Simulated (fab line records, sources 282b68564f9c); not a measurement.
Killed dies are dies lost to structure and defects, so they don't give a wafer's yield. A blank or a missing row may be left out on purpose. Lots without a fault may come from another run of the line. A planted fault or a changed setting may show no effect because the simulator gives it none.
A struck lot beside a sound one | flow rit_cmos | 15 steps out of a route of 202
Sound: wafers L141.3, L141.4, L141.5. Struck: wafers L149.1, L149.5, L149.6. The cause comes at the end.
At each step with rows: each side's tool, then ch and its chambers, then its first start. Under that, the readings that differ: sound wafers | struck wafers | difference of the means | sigmas: that difference in standard deviations of wafers without a fault.
alike: readings whose means differ by less than 2 such deviations, and words and numbers that are the same on both sides. not compared: withheld readings, readings that some wafer has no value for, bounds like >300 that may hide the same value, and numbers for which the record gives no deviation and whose values overlap.
The two part at a step that has a row with sigmas, a row that says differs or no value, or rows on one side only. Numbers that don't overlap but have no deviation are shown without sigmas and don't part them. A reading that every wafer of one side lacks parts them only if that side has two wafers or more.

first, 4 steps without rows for these wafers: RIT_REOX_CLEAN_00 (cleans in SC1, time 600 s); RIT_REOX_CLEAN_01 (cleans in dHF, time 30 s); RIT_REOX_CLEAN_02 (cleans in SC2, time 600 s); RIT_REOX_OXIDATION_03 (target thk 25.2 nm, ox time 5580 s).
RIT_REOX_THK_MEAS_04:
  sound on film_metro-03, day 3 03:08; struck on film_metro-03, day 4 09:46
  alike: REOX_OXIDE_THK
then, 6 steps without rows for these wafers: RIT_NLDD_HMDS_00 (prime time 60 s); RIT_NLDD_COAT_01 (resist thk 1000 nm); RIT_NLDD_SOFTBAKE_02 (time 60 s); RIT_NLDD_EXPOSE_03 (exposes mask M7, target cd 40700 nm); RIT_NLDD_PEB_04; RIT_NLDD_DEVELOP_05 (develop time 50 s).
RIT_NLDD_OVL_MEAS_06:
  sound on overlay-01, day 3 04:07; struck on overlay-02, day 4 10:51
  alike: NLDD_OVL
RIT_NLDD_HARDBAKE_07: time 60 s.
  sound on litho_track-04 ch 0, day 3 04:14; struck on litho_track-02 ch 0, day 4 10:53
  reading                                   | sound                | struck               | difference | sigmas
  heater_power_total_W (W)                  | 62.54 62.55 62.55    | 66.07 65.95 65.91    | +3.43      | +69
  plate_temp_C (C)                          | 139.91 139.94 139.86 | 145.65 145.63 145.71 | +5.76      | +34
  model.NOVOLAK_of_NLDD_COAT_01.thk_nm (nm) | 883.4 882 882.6      | 874.3 876.9 873.1    | -7.9       |
  alike: exhaust_pa
then, 1 step without rows for these wafers: RIT_NLDD_IMPLANT_08.
RIT_M1_PROBE_99:
  the record has rows for the sound wafers here (prober-01, day 3 19:55) and none for the struck ones

WHERE THEY PART
First at RIT_NLDD_HARDBAKE_07; last, within this record, at RIT_M1_PROBE_99.

WHY: what the simulator had put in
Process parameter drift: litho_track-02, from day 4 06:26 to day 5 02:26, at RIT_NLDD_HARDBAKE_07. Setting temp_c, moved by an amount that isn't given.
